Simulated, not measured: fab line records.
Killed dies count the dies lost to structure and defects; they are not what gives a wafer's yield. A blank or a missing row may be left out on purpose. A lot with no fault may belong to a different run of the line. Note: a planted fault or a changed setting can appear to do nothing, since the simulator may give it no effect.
Which of the tools did it? | flow berkeley_cmos170 | Sampling: 13 lots, 39 wafers, 5 of 331 route steps

== WHAT THE GAUGES READ, wafer by wafer ==
UCB170_START_BOW_MEAS_00.
lot  | measured    | on            | INCOMING_BOW (um)
L110 | day 2 21:00 | film_metro-01 | 8 9 3
L112 | day 3 07:00 | film_metro-01 | 10 -3 10
L114 | day 3 17:01 | film_metro-03 | -6 0 2
L115 | day 3 22:00 | film_metro-03 | 4 -3 -11
L116 | day 4 03:00 | film_metro-01 | -1 -2 1
L117 | day 4 08:02 | film_metro-03 | 2 -6 5
L119 | day 4 18:04 | film_metro-01 | -4 8 0
L120 | day 4 23:00 | film_metro-02 | -1 1 2
L122 | day 5 09:01 | film_metro-03 | 5 -8 -4
L123 | day 5 14:01 | film_metro-02 | 13 -4 -2
L124 | day 5 19:00 | film_metro-03 | -9 1 6
L125 | day 6 00:04 | film_metro-02 | 4 -12 1
L126 | day 6 05:00 | film_metro-02 | -1 2 1

UCB170_NWELL_TW_MEAS_16.
lot  | measured    | on            | NWELL_TW
L110 | day 4 00:58 | film_metro-01 | 418 407 400
L112 | day 4 10:38 | film_metro-02 | 400 391 410
L114 | day 4 23:31 | film_metro-01 | 397 388 400
L115 | day 4 23:34 | film_metro-01 | 1241 1247 1245
L116 | day 5 05:30 | film_metro-04 | 1244 1242 1242
L117 | day 5 11:38 | film_metro-01 | 1249 1249 1244
L119 | day 5 20:02 | film_metro-01 | 1246 1241 1254
L120 | day 6 03:49 | film_metro-01 | 1245 1248 1245
L122 | day 6 14:41 | film_metro-04 | 1236 1254 1249
L123 | day 6 14:58 | film_metro-02 | 1240 1244 1245
L124 | day 6 15:13 | film_metro-04 | 1241 1245 1249
L125 | day 7 09:43 | film_metro-02 | 1240 1245 1246
L126 | day 7 10:21 | film_metro-02 | 1247 1242 1248

UCB170_ACTIVE_THK_MEAS_06.
lot  | measured    | on            | ACTIVE_NITRIDE_THK (nm)
L115 | day 7 04:01 | film_metro-02 | 221.9 220.3 222.2
L116 | day 7 11:08 | film_metro-02 | 220.6 219.2 220.5
L117 | day 7 14:37 | film_metro-01 | 216.6 215.5 214.9
L119 | day 8 00:14 | film_metro-02 | 217.3 218.7 217.2
L120 | day 8 12:45 | film_metro-03 | 220.3 220.4 220.1
L122 | day 8 20:37 | film_metro-03 | 220.1 220.6 222.4
L123 | day 8 20:37 | film_metro-01 | 222.3 220.8 220.8
L124 | day 8 20:37 | film_metro-02 | 218.7 217.8 217.4
L125 | day 9 14:06 | film_metro-02 | 221.8 220.6 220.9
L126 | day 9 14:04 | film_metro-03 | 222.2 223.2 223.5

UCB170_SCREENOX_THK_MEAS_02.
lot  | measured     | on            | SCREENOX_OXIDE_THK (nm)
L115 | day 8 09:12  | film_metro-01 | 14.72 14.71 14.39
L116 | day 8 20:22  | film_metro-01 | 14.39 14.34 14.36
L117 | day 8 20:23  | film_metro-02 | 14.44 14.30 14.18
L119 | day 9 15:06  | film_metro-03 | 13.90 13.94 14.11
L120 | day 10 02:32 | film_metro-01 | 13.99 14.29 14.06
L122 | day 10 09:29 | film_metro-03 | 14.26 14.20 14.32
L123 | day 10 09:29 | film_metro-01 | 14.22 13.83 14.18
L124 | day 10 09:29 | film_metro-02 | 14.04 14.16 14.13
L125 | day 10 22:17 | film_metro-03 | 14.38 14.25 14.32
L126 | day 10 22:19 | film_metro-02 | 14.70 14.40 14.71

== WHAT TOOL EACH LOT RAN ON (gives the tool, then ch and the chambers of the sampled wafers, and finally the start) ==
lot  | UCB170_NWELL_DEVELOP_11
L110 | litho_track-03 ch 0, day 4 00:00
L112 | litho_track-03 ch 0, day 4 10:00
L114 | litho_track-03 ch 0, day 4 22:00
L115 | litho_track-01 ch 0, day 4 23:00
L116 | litho_track-04 ch 0, day 5 04:00
L117 | litho_track-01 ch 0, day 5 11:00
L119 | litho_track-01 ch 0, day 5 19:00
L120 | litho_track-01 ch 0, day 6 03:00
L122 | litho_track-01 ch 0, day 6 14:00
L123 | litho_track-01 ch 0, day 6 14:00
L124 | litho_track-04 ch 0, day 6 14:00
L125 | litho_track-01 ch 0, day 7 09:00
L126 | litho_track-03 ch 0, day 7 09:00
- UCB170_NWELL_DEVELOP_11: develop time 45 s.

== WHAT THE TOOLS THEMSELVES READ (means of the sampled wafers that have a number; where no wafer has one, the mark that the record gives instead) ==
The record holds no such reading with a usual standard deviation.

== THE ANSWER, worked out from the rows above alone ==
Rule: usual is defined by the lots themselves. Put in order of their means at a reading, lots are off if they are a third of the lots or fewer, leave a main group of 4 or more, and stand apart from it by a gap of 3 or more times the standard deviation of the main group's means; of several such gaps the widest counts. If all means in a main group match to the digits the tables above print for the reading, that group is not used. Also off: a lot with no number at a reading for which 4 or more lots have one. All remaining lots with rows at the step are treated as sound. First the gauges in route order, then the tools' own readings, where a lot's mean is used as printed above. At the first step where some lot is off, the reading lying furthest off is the one used; lots without a number count as furthest.
Off: at UCB170_NWELL_TW_MEAS_16 (NWELL_TW), L110, L112, L114. The main group: mean 1245, standard deviation 1.6.
A tool fits if, at a process step before that reading, it ran every lot that is off, and no sound lot after the first of them. Those tools and the gauges at UCB170_NWELL_TW_MEAS_16 are tried in the same way. None of those tried fits.

== WHAT THE SIMULATOR HAD INSERTED ==
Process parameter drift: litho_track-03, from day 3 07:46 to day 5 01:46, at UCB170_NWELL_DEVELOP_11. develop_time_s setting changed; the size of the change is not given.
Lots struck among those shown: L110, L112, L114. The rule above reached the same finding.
